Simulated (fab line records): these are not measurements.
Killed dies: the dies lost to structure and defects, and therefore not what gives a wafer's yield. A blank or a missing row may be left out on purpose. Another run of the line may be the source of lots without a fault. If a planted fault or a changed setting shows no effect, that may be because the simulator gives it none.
The tool behind it: which one?	flow berkeley_cmos170	14 lots, 42 wafers sampled, at 2 steps of a route of 331

== WHAT EACH GAUGE READ, for each wafer ==
UCB170_ACTIVE_OVL_MEAS_14. Usual: for ACTIVE_OVL the level is 0 nm and the standard deviation is 5.4.
lot	measured	on	ACTIVE_OVL (nm)	flag
L212	day 4 17:27	overlay-02	1 -2 -6	
L213	day 5 01:10	overlay-02	-5 -1 3	
L215	day 5 13:18	overlay-01	0 -3 -6	
L218	day 6 00:23	overlay-02	12 6 3	
L220	day 6 13:05	overlay-02	2 12 -6	
L223	day 7 03:37	overlay-01	10 4 8	
L222	day 7 03:51	overlay-02	4 -6 3	
L224	day 7 12:18	overlay-02	-3 -1 -5	
L228	day 8 05:17	overlay-02	-9 -7 -2	
L230	day 8 13:07	overlay-02	-1 8 -1	
L231	day 8 21:00	overlay-01	-1 -2 -2	
L233	day 9 05:23	overlay-01	-4 -5 -6	
L232	day 9 05:32	overlay-02	10 1 2	
L235	day 9 22:34	overlay-02	3 2 13	

UCB170_NVT_OVL_MEAS_06. Usual: for NVT_OVL the level is 2 nm and the standard deviation is 5.4.
lot	measured	on	NVT_OVL (nm)	flag
L212	day 6 09:03	overlay-01	6 0 8	
L213	day 6 19:15	overlay-02	-1 1 -4	
L215	day 7 07:41	overlay-01	-10 1 -3	
L218	day 7 19:02	overlay-02	1 -2 0	
L220	day 8 07:10	overlay-02	9 7 5	
L223	day 8 18:11	overlay-01	3 9 -3	
L222	day 8 18:44	overlay-02	13 7 10	
L224	day 9 04:58	overlay-02	-9 -1 -3	
L228	day 9 21:16	overlay-02	1 1 -4	
L230	day 10 01:41	overlay-02	-5 -6 4	
L231	day 10 07:56	overlay-01	-6 -5 -5	
L233	day 10 15:06	overlay-01	9 11 14	
L232	day 10 15:13	overlay-01	10 1 0	
L235	day 11 08:41	overlay-01	1 -5 2	

== WHICH TOOL RAN EACH LOT (tool, then ch and the chambers of the sampled wafers, then the start) ==
Before these readings, the record contains no process step.

== WHAT THE TOOLS THEMSELVES READ (means of the sampled wafers that have a number; where no wafer has one, the mark that the record gives instead) ==
The record holds no such reading with a usual standard deviation.

== THE ANSWER, worked out from the rows above alone ==
Rule: a lot counts as off when the mean over its wafers that have a number is more than 3 standard deviations away from the usual mean. Also off: a lot with no number at a reading for which 4 or more lots have one. Any other lot the step has rows for is counted as sound. The gauges are gone through in route order, then the tools' own readings, and for those a lot's mean is taken as printed above. The first step at which some lot is off is used, and at that step the reading that is off furthest; a lot without a number counts as furthest.
No lot is off on any of the readings shown, so nothing can be concluded from this.

== WHAT THE SIMULATOR PUT IN ==
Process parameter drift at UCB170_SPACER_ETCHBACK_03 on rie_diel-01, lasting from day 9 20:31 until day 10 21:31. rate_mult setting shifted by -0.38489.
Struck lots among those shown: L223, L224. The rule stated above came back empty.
